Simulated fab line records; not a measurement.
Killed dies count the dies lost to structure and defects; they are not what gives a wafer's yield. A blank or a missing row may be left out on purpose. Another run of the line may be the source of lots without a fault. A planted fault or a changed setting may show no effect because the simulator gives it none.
What tool caused it? -- flow rit_cmos -- 14 lots with 42 wafers sampled at 4 steps, on a route of 202 steps

## WHAT THE GAUGES SHOWED, per wafer
RIT_NLDD_TW_MEAS_10.
lot,measured,on,NLDD_TW
L715,day 2 18:53,film_metro-04,2507 2500 2509
L717,day 3 05:16,film_metro-02,2552 2548 2554
L718,day 3 08:51,film_metro-04,2501 2512 2510
L719,day 3 15:02,film_metro-04,2510 2512 2505
L721,day 4 00:03,film_metro-03,2483 2483 2496
L722,day 4 05:32,film_metro-04,2487 2487 2503
L723,day 4 09:44,film_metro-03,1565 1567 1550
L724,day 4 20:48,film_metro-02,2558 2565 2544
L725,day 4 21:09,film_metro-04,1543 1547 1555
L726,day 5 01:59,film_metro-04,2492 2487 2500
L733,day 6 17:44,film_metro-04,2509 2498 2505
L736,day 7 03:35,film_metro-03,2506 2487 2501
L737,day 7 07:53,film_metro-03,2521 2510 2508
L738,day 7 13:25,film_metro-02,2541 2539 2538

RIT_SDANNEAL_RS_MEAS_07: the measuring method here is four-point-probe.
lot,measured,on,NLDD_RS (ohm/sq)
L715,day 3 02:55,film_metro-04,151.5 152.0 151.6
L717,day 3 13:12,film_metro-03,150.9 150.8 150.9
L718,day 3 16:56,film_metro-03,152.0 152.0 152.3
L719,day 3 22:56,film_metro-03,150.7 151.3 151.1
L721,day 4 08:09,film_metro-03,152.9 152.7 152.2
L722,day 4 13:10,film_metro-03,151.2 151.4 151.0
L723,day 4 18:55,film_metro-04,509.1 515.8 515.8
L724,day 5 04:43,film_metro-02,151.0 150.9 151.8
L725,day 5 06:31,film_metro-04,520.5 511.7 512.9
L726,day 5 09:53,film_metro-04,151.5 151.9 151.6
L733,day 7 01:59,film_metro-04,151.3 151.5 151.1
L736,day 7 11:13,film_metro-02,152.5 151.9 151.8
L737,day 7 15:53,film_metro-02,152.2 151.6 152.1
L738,day 7 21:47,film_metro-02,152.4 153.1 151.5

## WHICH TOOL RAN EACH LOT (tool, then ch and the chambers of the sampled wafers, then the start)
lot,RIT_NRETRO_STRIP_09,RIT_NLDD_IMPLANT_08
L715,"plasma_asher-03 ch 0,1, day 2 07:38","implanter-02 ch 0, day 2 18:35"
L717,"plasma_asher-02 ch 0,1, day 2 15:43","implanter-02 ch 0, day 3 04:57"
L718,"plasma_asher-01 ch 0,1, day 2 21:20","implanter-03 ch 0, day 3 08:31"
L719,"plasma_asher-03 ch 0,1, day 3 02:10","implanter-01 ch 0, day 3 14:44"
L721,"plasma_asher-01 ch 0,1, day 3 12:34","implanter-03 ch 0, day 3 23:43"
L722,"plasma_asher-02 ch 0,1, day 3 16:24","implanter-02 ch 0, day 4 05:13"
L723,"plasma_asher-02 ch 0,1, day 3 21:17","implanter-03 ch 0, day 4 09:24"
L724,"plasma_asher-03 ch 0,1, day 4 03:14","implanter-02 ch 0, day 4 20:29"
L725,"plasma_asher-02 ch 0,1, day 4 08:01","implanter-03 ch 0, day 4 20:49"
L726,"plasma_asher-02 ch 0,1, day 4 13:05","implanter-01 ch 0, day 5 01:40"
L733,"plasma_asher-03 ch 1, day 6 04:41","implanter-01 ch 0, day 6 17:25"
L736,"plasma_asher-03 ch 0,1, day 6 15:37","implanter-02 ch 0, day 7 03:16"
L737,"plasma_asher-03 ch 0,1, day 6 20:23","implanter-02 ch 0, day 7 07:35"
L738,"plasma_asher-02 ch 0,1, day 7 00:50","implanter-01 ch 0, day 7 13:05"
- RIT_NRETRO_STRIP_09: strips in O2, time 180 s.
- RIT_NLDD_IMPLANT_08

## WHAT THE TOOLS THEMSELVES READ (means of the sampled wafers that have a number; where no wafer has one, the mark that the record gives instead)
RIT_NRETRO_STRIP_09.
lot,tool,drypump_motor_current_A (A)
L715,plasma_asher-03,6.0
L717,plasma_asher-02,5.4
L718,plasma_asher-01,6.1
L719,plasma_asher-03,5.9
L721,plasma_asher-01,6.1
L722,plasma_asher-02,5.0
L723,plasma_asher-02,5.0
L724,plasma_asher-03,6.0
L725,plasma_asher-02,5.0
L726,plasma_asher-02,5.0
L733,plasma_asher-03,6.0
L736,plasma_asher-03,5.9
L737,plasma_asher-03,6.0
L738,plasma_asher-02,5.0

RIT_NLDD_IMPLANT_08.
lot,tool,dose_ions_cm2,end_station_pressure_torr (Torr),faraday_current_uA
L715,implanter-02,5e+14,6.0e-06,1565
L717,implanter-02,5e+14,6.1e-06,1579
L718,implanter-03,5e+14,6.5e-06,1581
L719,implanter-01,5e+14,6.3e-06,1575
L721,implanter-03,5e+14,6.2e-06,1589
L722,implanter-02,5e+14,6.3e-06,1548
L723,implanter-03,1e+14,5.4e-06,314
L724,implanter-02,5e+14,6.4e-06,1570
L725,implanter-03,1e+14,5.0e-06,314
L726,implanter-01,5e+14,5.9e-06,1571
L733,implanter-01,5e+14,6.5e-06,1545
L736,implanter-02,5e+14,6.2e-06,1597
L737,implanter-02,5e+14,6.3e-06,1582
L738,implanter-01,5e+14,6.1e-06,1560

## THE ANSWER, worked out from the rows above alone
Rule: the usual values come from the lots themselves. The widest of any qualifying gaps counts: lots, ordered by their means at a reading, are off when they make up no more than a third of the lots, leave a main group of 4 or more, and stand apart from it by 3 or more times the standard deviation of that group's means. A main group whose means are all the same, to the digits that the tables above print for the reading, isn't used. Also off: a lot with no number at a reading for which 4 or more lots have one. Any other lot the step has rows for is counted as sound. Order of review: gauges by route order, followed by the tools' own readings, for which a lot's mean as printed above is used. At the first step where some lot is off, the reading lying furthest off is the one used; lots without a number count as furthest.
Off: L723, L725, at RIT_NLDD_TW_MEAS_10 (NLDD_TW). For the main group the mean is 2513 and the standard deviation 22.
A tool fits if, at a process step before that reading, it ran every lot that is off, and no sound lot after the first of them. Not tried: the gauges at RIT_NLDD_TW_MEAS_10; whatever is off there is also off at RIT_NLDD_IMPLANT_08, on other tools, and gauge error can't account for it. One candidate fits, namely implanter-03 at RIT_NLDD_IMPLANT_08. A fault onset in the window from L721 (day 3 23:43, its last sound lot) to L723 (day 4 09:24, its first lot off) fits.
The tool's own readings at RIT_NLDD_IMPLANT_08 bear it out: on the lots that are off they differ by more than 5 times the standard deviation of the sound lots' means. dose_ions_cm2 reads 1e+14 there against 5e+14 on the sound lots; end_station_pressure_torr reads 5.2e-06 Torr there against 6.2e-06 Torr on the sound lots; faraday_current_uA reads 314 there against 1572 on the sound lots.

## WHAT THE SIMULATOR PUT IN
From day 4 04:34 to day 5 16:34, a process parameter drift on implanter-03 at RIT_NLDD_IMPLANT_08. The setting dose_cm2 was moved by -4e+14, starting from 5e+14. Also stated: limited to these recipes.
Shown lots that were struck: L723, L725. This agrees with what the rule above found.
